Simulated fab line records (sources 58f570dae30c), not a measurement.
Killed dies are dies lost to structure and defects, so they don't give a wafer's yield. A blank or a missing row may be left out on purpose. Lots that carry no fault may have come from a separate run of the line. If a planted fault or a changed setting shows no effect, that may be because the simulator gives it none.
Matching of chambers / flow berkeley-cmos170 / UCB170_V2_CMP_02 on cmp-01 has 4 sister chambers
The step polishes SiO2. 8 wafers are shown with their chamber, then 10 later ones without.

## WAFERS PAIRED WITH THEIR CHAMBERS
wafer=L400.4; chamber=2; motor-current-A (A)=13.8; retaining-ring-pressure-frac=0.996
wafer=L402.5; chamber=1; motor-current-A (A)=15.3; retaining-ring-pressure-frac=1.006
wafer=L402.6; chamber=0; motor-current-A (A)=17.8; retaining-ring-pressure-frac=0.995
wafer=L403.1; chamber=0; motor-current-A (A)=17.6; retaining-ring-pressure-frac=1.002
wafer=L403.2; chamber=3; motor-current-A (A)=14.5; retaining-ring-pressure-frac=0.992
wafer=L403.4; chamber=1; motor-current-A (A)=14.8; retaining-ring-pressure-frac=0.991
wafer=L406.1; chamber=2; motor-current-A (A)=14.1; retaining-ring-pressure-frac=0.997
wafer=L406.4; chamber=3; motor-current-A (A)=15.0; retaining-ring-pressure-frac=1.007

## WAFERS MISSING THEIR CHAMBER
wafer=L406.6; motor-current-A (A)=13.6; retaining-ring-pressure-frac=1.005
wafer=L414.2; motor-current-A (A)=15.6; retaining-ring-pressure-frac=0.994
wafer=L414.3; motor-current-A (A)=18.6; retaining-ring-pressure-frac=0.999
wafer=L414.4; motor-current-A (A)=13.2; retaining-ring-pressure-frac=0.999
wafer=L416.1; motor-current-A (A)=15.0; retaining-ring-pressure-frac=0.992
wafer=L416.2; motor-current-A (A)=13.9; retaining-ring-pressure-frac=1.000
wafer=L416.5; motor-current-A (A)=15.1; retaining-ring-pressure-frac=0.992
wafer=L418.3; motor-current-A (A)=17.0; retaining-ring-pressure-frac=1.013
wafer=L418.5; motor-current-A (A)=14.0; retaining-ring-pressure-frac=0.997
wafer=L418.6; motor-current-A (A)=14.9; retaining-ring-pressure-frac=1.000

## WHICH CHAMBER EACH ONE RAN IN
wafer=L406.6; from the rows above=2; in truth=2
wafer=L414.2; from the rows above=can't be placed: 1 or 3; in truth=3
wafer=L414.3; from the rows above=0; in truth=0
wafer=L414.4; from the rows above=2; in truth=2
wafer=L416.1; from the rows above=can't be placed: 1 or 3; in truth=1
wafer=L416.2; from the rows above=2; in truth=2
wafer=L416.5; from the rows above=can't be placed: 1 or 3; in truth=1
wafer=L418.3; from the rows above=0; in truth=0
wafer=L418.5; from the rows above=2; in truth=2
wafer=L418.6; from the rows above=can't be placed: 3 or 1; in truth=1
6 of 10 placed correctly. From these rows, 4 cannot be placed; in 4 the true chamber is one of the candidates. Wrongly placed: 0.
How it was worked out, from the rows above alone: a wafer's distance from a chamber is the root of the sum, over the readings, of the square of ((its reading less the chamber's mean) divided by the reading's scatter). If the next closest chamber is less than 2 further off than the closest, the wafer can't be placed; otherwise it belongs to the closest. A chamber's mean is the mean of its shown wafers. The scatter: the root of (the sum of the squares of (reading less its chamber's mean) over the shown wafers, divided by (wafers less chambers)).
